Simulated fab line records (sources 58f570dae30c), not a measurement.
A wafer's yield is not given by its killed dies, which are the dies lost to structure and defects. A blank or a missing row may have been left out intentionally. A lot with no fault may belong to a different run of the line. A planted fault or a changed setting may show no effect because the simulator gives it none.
A lot that was struck, set against a sound lot :: flow berkeley_cmos170 :: 23 out of 331 route steps
Sound: wafers L409.2, L409.5, L409.6. Wafers L422.1, L422.3, L422.4 were the ones struck. Last of all comes the cause.
Per side, at each step with rows, come the tool, then ch with its chambers, and then its first start. Under that, the readings that differ: sound wafers :: struck wafers :: difference of the means :: sigmas: that difference in standard deviations of wafers without a fault.
alike: a reading whose means differ by less than 2 such deviations, as well as words and numbers matching on both sides. not compared: withheld readings; readings where some wafer has no value; bounds like >300 that might hide an equal value; numbers whose values overlap and for which the record gives no deviation.
A row with sigmas, a row that says differs or no value, or rows on one side alone: a step with any of these is where the two part. Non-overlapping numbers with no deviation appear without sigmas and do not part them. A reading that every wafer of one side lacks parts them only if that side has two wafers or more.

first, 1 step without rows for these wafers: UCB170_CONTACT_DEVELOP_14 (develop time 45 s).
UCB170_CONTACT_CD_MEAS_15 targets a cd of 700 nm.
  sound on cd_sem-02 at day 7 16:39; struck on cd_sem-02 at day 9 23:41
  alike: cd_nm
UCB170_CONTACT_OVL_MEAS_16:
  sound on overlay-01 at day 7 16:46; struck on overlay-01 at day 9 23:48
  alike: CONTACT_OVL
UCB170_CONTACT_ETCH_17: etches BARC in N2/H2.
  sound on rie_diel-04 ch 0,2,3, day 7 16:47; struck on rie_diel-03 ch 0,2, day 9 23:50
  alike: drypump_motor_current_A, oes_product_au, throttle_valve_pct
UCB170_CONTACT_ETCH_18: etches PSG in CHF3/CF4/Ar, stops on TiSi2, target depth 840 nm, time 195 s.
  sound on rie_diel-04 ch 0,2,3; struck on rie_diel-03 ch 0,2
  alike: drypump_motor_current_A, oes_product_au, throttle_valve_pct
  not compared: rf_hours_counter_h
UCB170_CONTACT_STRIP_19: strips in O2.
  sound on plasma_asher-01 ch 0,1, day 7 16:57; struck on plasma_asher-01 ch 0,1, day 10 00:00
  alike: drypump_motor_current_A, oes_product_au
  not compared: rf_hours_counter_h
UCB170_CONTACT_CD_MEAS_90 targets a cd of 700 nm.
  sound on cd_sem-01 at day 7 17:04; struck on cd_sem-02 at day 10 00:08
reading: cd_nm (nm)
sound: 697.9 696.4 698.1
struck: 702.2 700.7 701.2
difference: +3.9
sigmas: +2
then, 1 step without rows for these wafers: UCB170_CONTACT_CLEAN_20 (cleans in SPM, time 600 s).
UCB170_M1_SPUTTER_00: material Al, target thk 600 nm, time 80 s.
  sound on pvd_sputter-01 at day 7 17:22; struck on pvd_sputter-02 at day 10 00:26
  alike: throttle_valve_pct
UCB170_M1_RS_MEAS_01: uses a four-point probe to measure.
  sound on film_metro-01 at day 7 17:27; struck on film_metro-02 at day 10 00:29
  alike: M1_AL_RS
UCB170_M1_THK_MEAS_02: measures by xrf.
  sound on film_metro-01 at day 7 17:34; struck on film_metro-02 at day 10 00:37
  alike: M1_AL_THK
after that, 1 step had no rows for these wafers: UCB170_M1_COAT_03.
UCB170_M1_COAT_04: resist thk 900 nm.
  sound on litho_track-03 ch 0, day 7 17:00; struck on litho_track-03 ch 0, day 10 00:00
reading: model.KrF_of_M1_COAT_04.thk_nm (nm)
sound: 897.9 902.1 903.7
struck: 824.5 827.2 824.1
difference: -76.0
sigmas: 
then, 4 steps without rows for these wafers: UCB170_M1_SOFTBAKE_05 (time 60 s); UCB170_M1_EXPOSE_06 (exposes mask METAL1, target cd 700 nm); UCB170_M1_PEB_07; UCB170_M1_DEVELOP_08 (develop time 45 s).
UCB170_M1_CD_MEAS_09 targets a cd of 700 nm.
  sound on cd_sem-02 at day 7 18:28; struck on cd_sem-01 at day 10 01:37
reading: cd_nm (nm)
sound: 700.4 700.2 699.5
struck: 696.3 697.2 696.9
difference: -3.2
sigmas: -2
UCB170_M1_OVL_MEAS_10:
  sound on overlay-02 at day 7 18:34; struck on overlay-02 at day 10 01:44
  alike: M1_OVL
UCB170_M1_ETCH_11: etches BARC in N2/H2.
  sound on rie_diel-02 ch 1,2, day 7 18:36; struck on rie_diel-04 ch 0,1, day 10 01:46
reading: oes_product_au (a.u.)
sound: 0.996 0.993 0.986
struck: 1.011 1.038 1.035
difference: +0.036
sigmas: +2

reading: model.M1.cd_nm (nm)
sound: 699.6 699.8 698.9
struck: 695.2 695.9 696.1
difference: -3.7
sigmas: 
  alike: drypump_motor_current_A, throttle_valve_pct
UCB170_M1_METAL_ETCH_12: etches Al in Cl2/BCl3, stops on PSG, target depth 780 nm, time 130 s.
  sound on rie_metal-04 ch 0,1, day 7 18:39; struck on rie_metal-03 ch 0,1, day 10 01:49
reading: bcl3_flow_sccm (sccm)
sound: 44.95 44.53 45.06
struck: 45.04 45.26 45.09
difference: +0.28
sigmas: +2

reading: model.KrF_of_M1_COAT_04.thk_nm (nm)
sound: 439.5 445.8 449.6
struck: 375.8 377 374.6
difference: -69.2
sigmas: 
  alike: drypump_motor_current_A, mfc_cl2_sccm, oes_product_au, throttle_valve_pct
  not compared: rf_hours_counter_h
UCB170_M1_STRIP_13: strips in O2.
  sound on plasma_asher-02 ch 0,1, day 7 18:47; struck on plasma_asher-01 ch 0,1, day 10 01:56
  alike: drypump_motor_current_A, oes_product_au
  not compared: rf_hours_counter_h
after that, 1 step had no rows for these wafers: UCB170_M3_PROBE_99.

== WHERE THEY PART ==
At UCB170_CONTACT_CD_MEAS_90 first; at UCB170_M1_METAL_ETCH_12 last (within this record only). Later steps at which nothing parts them and some readings are alike: UCB170_M1_STRIP_13.

WHY: whatever the simulator had introduced
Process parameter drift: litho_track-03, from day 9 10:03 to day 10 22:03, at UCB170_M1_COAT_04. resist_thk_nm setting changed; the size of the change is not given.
